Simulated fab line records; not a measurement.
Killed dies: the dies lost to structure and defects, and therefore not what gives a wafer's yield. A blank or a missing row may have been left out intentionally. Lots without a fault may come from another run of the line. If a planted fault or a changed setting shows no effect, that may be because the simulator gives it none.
Tool commonality check :: flow berkeley_cmos170 :: Lots sampled 14, wafers sampled 42

WHY THIS WAS OPENED
At UCB170_M3_CD_MEAS_90 the reading cd_nm is flagged on 2 of 14 lots. Wafers without a fault read 701 nm, standard deviation 3.2.
Rule: a lot gets a flag if all its wafers with a number sit over 4 standard deviations from that mean, or if no wafer of it has a number. All remaining lots are regarded as sound.

lot: L594
measured: day 8 01:55
on: cd_sem-02
cd_nm (nm), wafer by wafer: 704 698 699
flag: 

lot: L595
measured: day 8 05:00
on: cd_sem-02
cd_nm (nm), wafer by wafer: 699 700 697
flag: 

lot: L596
measured: day 8 05:16
on: cd_sem-01
cd_nm (nm), wafer by wafer: 701 701 703
flag: 

lot: L598
measured: day 9 07:01
on: cd_sem-01
cd_nm (nm), wafer by wafer: 700 700 698
flag: 

lot: L600
measured: day 9 12:08
on: cd_sem-01
cd_nm (nm), wafer by wafer: 706 706 701
flag: 

lot: L599
measured: day 9 12:37
on: cd_sem-01
cd_nm (nm), wafer by wafer: 704 703 702
flag: 

lot: L601
measured: day 9 16:16
on: cd_sem-01
cd_nm (nm), wafer by wafer: 705 701 705
flag: 

lot: L610
measured: day 10 23:26
on: cd_sem-01
cd_nm (nm), wafer by wafer: 721 720 724
flag: FLAGGED

lot: L606
measured: day 11 00:35
on: cd_sem-02
cd_nm (nm), wafer by wafer: 718 721 718
flag: FLAGGED

lot: L613
measured: day 11 09:58
on: cd_sem-01
cd_nm (nm), wafer by wafer: 704 709 703
flag: 

lot: L611
measured: day 11 10:31
on: cd_sem-01
cd_nm (nm), wafer by wafer: 700 698 695
flag: 

lot: L614
measured: day 12 03:02
on: cd_sem-02
cd_nm (nm), wafer by wafer: 702 704 707
flag: 

lot: L616
measured: day 12 10:04
on: cd_sem-01
cd_nm (nm), wafer by wafer: 693 703 695
flag: 

lot: L617
measured: day 13 02:41
on: cd_sem-02
cd_nm (nm), wafer by wafer: 696 699 701
flag: 
On average the flagged lots' numbers are 720 nm, which is +19 nm against the usual, or +6 standard deviations.

WHICH TOOL EACH LOT WENT THROUGH
Before the reading, the record contains 3 process steps out of a 331-step route. Cell contents, in order: the tool; ch with the chambers the sampled wafers went through; the start.
lot: L594
flag: 
UCB170_V1_STRIP_15: plasma_asher-02 ch 0, day 7 16:19
UCB170_M3_METAL_ETCH_18: rie_metal-01 ch 0, day 8 01:26
UCB170_M3_STRIP_19: plasma_asher-02 ch 1, day 8 01:49

lot: L595
flag: 
UCB170_V1_STRIP_15: plasma_asher-02 ch 0,1, day 7 19:07
UCB170_M3_METAL_ETCH_18: rie_metal-02 ch 0, day 8 04:41
UCB170_M3_STRIP_19: plasma_asher-02 ch 1, day 8 04:53

lot: L596
flag: 
UCB170_V1_STRIP_15: plasma_asher-02 ch 0,1, day 7 19:25
UCB170_M3_METAL_ETCH_18: rie_metal-04 ch 0,1, day 8 05:00
UCB170_M3_STRIP_19: plasma_asher-02 ch 0,1, day 8 05:10

lot: L598
flag: 
UCB170_V1_STRIP_15: plasma_asher-04 ch 0,1, day 8 21:39
UCB170_M3_METAL_ETCH_18: rie_metal-01 ch 0,1, day 9 06:45
UCB170_M3_STRIP_19: plasma_asher-02 ch 0,1, day 9 06:55

lot: L600
flag: 
UCB170_V1_STRIP_15: plasma_asher-02 ch 0,1, day 9 01:29
UCB170_M3_METAL_ETCH_18: rie_metal-04 ch 0,1, day 9 11:51
UCB170_M3_STRIP_19: plasma_asher-01 ch 0,1, day 9 12:02

lot: L599
flag: 
UCB170_V1_STRIP_15: plasma_asher-04 ch 0,1, day 9 01:46
UCB170_M3_METAL_ETCH_18: rie_metal-01 ch 0,1, day 9 12:20
UCB170_M3_STRIP_19: plasma_asher-01 ch 0,1, day 9 12:31

lot: L601
flag: 
UCB170_V1_STRIP_15: plasma_asher-01 ch 0,1, day 9 06:41
UCB170_M3_METAL_ETCH_18: rie_metal-04 ch 0,1, day 9 15:58
UCB170_M3_STRIP_19: plasma_asher-01 ch 0,1, day 9 16:09

lot: L610
flag: FLAGGED
UCB170_V1_STRIP_15: plasma_asher-01 ch 0,1, day 10 11:28
UCB170_M3_METAL_ETCH_18: rie_metal-01 ch 0,1, day 10 23:09
UCB170_M3_STRIP_19: plasma_asher-03 ch 0,1, day 10 23:20

lot: L606
flag: FLAGGED
UCB170_V1_STRIP_15: plasma_asher-01 ch 0,1, day 10 11:47
UCB170_M3_METAL_ETCH_18: rie_metal-01 ch 0,1, day 11 00:17
UCB170_M3_STRIP_19: plasma_asher-03 ch 0,1, day 11 00:29

lot: L613
flag: 
UCB170_V1_STRIP_15: plasma_asher-04 ch 0, day 11 00:47
UCB170_M3_METAL_ETCH_18: rie_metal-02 ch 0, day 11 09:41
UCB170_M3_STRIP_19: plasma_asher-01 ch 0,1, day 11 09:52

lot: L611
flag: 
UCB170_V1_STRIP_15: plasma_asher-01 ch 0,1, day 11 02:55
UCB170_M3_METAL_ETCH_18: rie_metal-04 ch 0,1, day 11 10:13
UCB170_M3_STRIP_19: plasma_asher-02 ch 0,1, day 11 10:24

lot: L614
flag: 
UCB170_V1_STRIP_15: plasma_asher-02 ch 1, day 11 17:37
UCB170_M3_METAL_ETCH_18: rie_metal-04 ch 0, day 12 02:44
UCB170_M3_STRIP_19: plasma_asher-02 ch 0,1, day 12 02:55

lot: L616
flag: 
UCB170_V1_STRIP_15: plasma_asher-01 ch 1, day 12 00:48
UCB170_M3_METAL_ETCH_18: rie_metal-02 ch 0,1, day 12 09:46
UCB170_M3_STRIP_19: plasma_asher-03 ch 0, day 12 09:58

lot: L617
flag: 
UCB170_V1_STRIP_15: plasma_asher-02 ch 0,1, day 12 18:00
UCB170_M3_METAL_ETCH_18: rie_metal-04 ch 0,1, day 13 02:23
UCB170_M3_STRIP_19: plasma_asher-02 ch 0,1, day 13 02:34
What the steps here do:
- UCB170_V1_STRIP_15: strips in O2.
- UCB170_M3_METAL_ETCH_18: etches Al in Cl2/BCl3, stops on SiO2, target depth 1170 nm, time 195 s.
- UCB170_M3_STRIP_19: strips in O2.
- UCB170_M3_CD_MEAS_90: target cd 700 nm.

FLAGGED AGAINST TOTAL, ONE TOOL AT A TIME (gauges that did the reading follow at the end)
step: UCB170_V1_STRIP_15
tool: plasma_asher-01
lots run: 5
flagged: 2
share of the flagged lots: all
sound lots run after its first flagged lot: 2 (L611,L616)

step: UCB170_V1_STRIP_15
tool: plasma_asher-02
lots run: 6
flagged: 0
share of the flagged lots: none
sound lots run after its first flagged lot: -

step: UCB170_V1_STRIP_15
tool: plasma_asher-04
lots run: 3
flagged: 0
share of the flagged lots: none
sound lots run after its first flagged lot: -

step: UCB170_M3_METAL_ETCH_18
tool: rie_metal-01
lots run: 5
flagged: 2
share of the flagged lots: all
sound lots run after its first flagged lot: 0

step: UCB170_M3_METAL_ETCH_18
tool: rie_metal-02
lots run: 3
flagged: 0
share of the flagged lots: none
sound lots run after its first flagged lot: -

step: UCB170_M3_METAL_ETCH_18
tool: rie_metal-04
lots run: 6
flagged: 0
share of the flagged lots: none
sound lots run after its first flagged lot: -

step: UCB170_M3_STRIP_19
tool: plasma_asher-01
lots run: 4
flagged: 0
share of the flagged lots: none
sound lots run after its first flagged lot: -

step: UCB170_M3_STRIP_19
tool: plasma_asher-02
lots run: 7
flagged: 0
share of the flagged lots: none
sound lots run after its first flagged lot: -

step: UCB170_M3_STRIP_19
tool: plasma_asher-03
lots run: 3
flagged: 2
share of the flagged lots: all
sound lots run after its first flagged lot: 1 (L616)

step: UCB170_M3_CD_MEAS_90
tool: cd_sem-01
lots run: 9
flagged: 1
share of the flagged lots: some
sound lots run after its first flagged lot: 3 (L613,L611,L616)

step: UCB170_M3_CD_MEAS_90
tool: cd_sem-02
lots run: 5
flagged: 1
share of the flagged lots: some
sound lots run after its first flagged lot: 2 (L614,L617)

WHAT THE TABLE PERMITS
plasma_asher-01 at UCB170_V1_STRIP_15, rie_metal-01 at UCB170_M3_METAL_ETCH_18 and plasma_asher-03 at UCB170_M3_STRIP_19: these 3 rows of the table ran every flagged lot.
- plasma_asher-01 at UCB170_V1_STRIP_15: 2 of its 5 lots flagged. Sound lots ran on it after the first flagged one (L611, L616), which a lasting fault on the whole tool wouldn't allow.
- rie_metal-01 at UCB170_M3_METAL_ETCH_18: 2 of its 5 lots flagged. Last sound lot L599 at day 9 12:20, first flagged lot L610 at day 10 23:09; a fault beginning in between fits. Its own readings lie more than 4 standard deviations out on every wafer of the flagged lots: oes_product_au.
- plasma_asher-03 at UCB170_M3_STRIP_19: 2 of its 3 lots flagged. Sound lots ran on it after the first flagged one (L616), which a lasting fault on the whole tool wouldn't allow. Its own readings lie more than 4 standard deviations out on every wafer of the flagged lots: oes_product_au.
What remains is a single tool, rie_metal-01 at UCB170_M3_METAL_ETCH_18.

WHAT THE SIMULATOR PUT IN
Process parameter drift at UCB170_M3_METAL_ETCH_18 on rie_metal-01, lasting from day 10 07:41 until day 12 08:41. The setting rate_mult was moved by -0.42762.
Shown lots that were struck: L610, L606. The rule above reached the same finding.
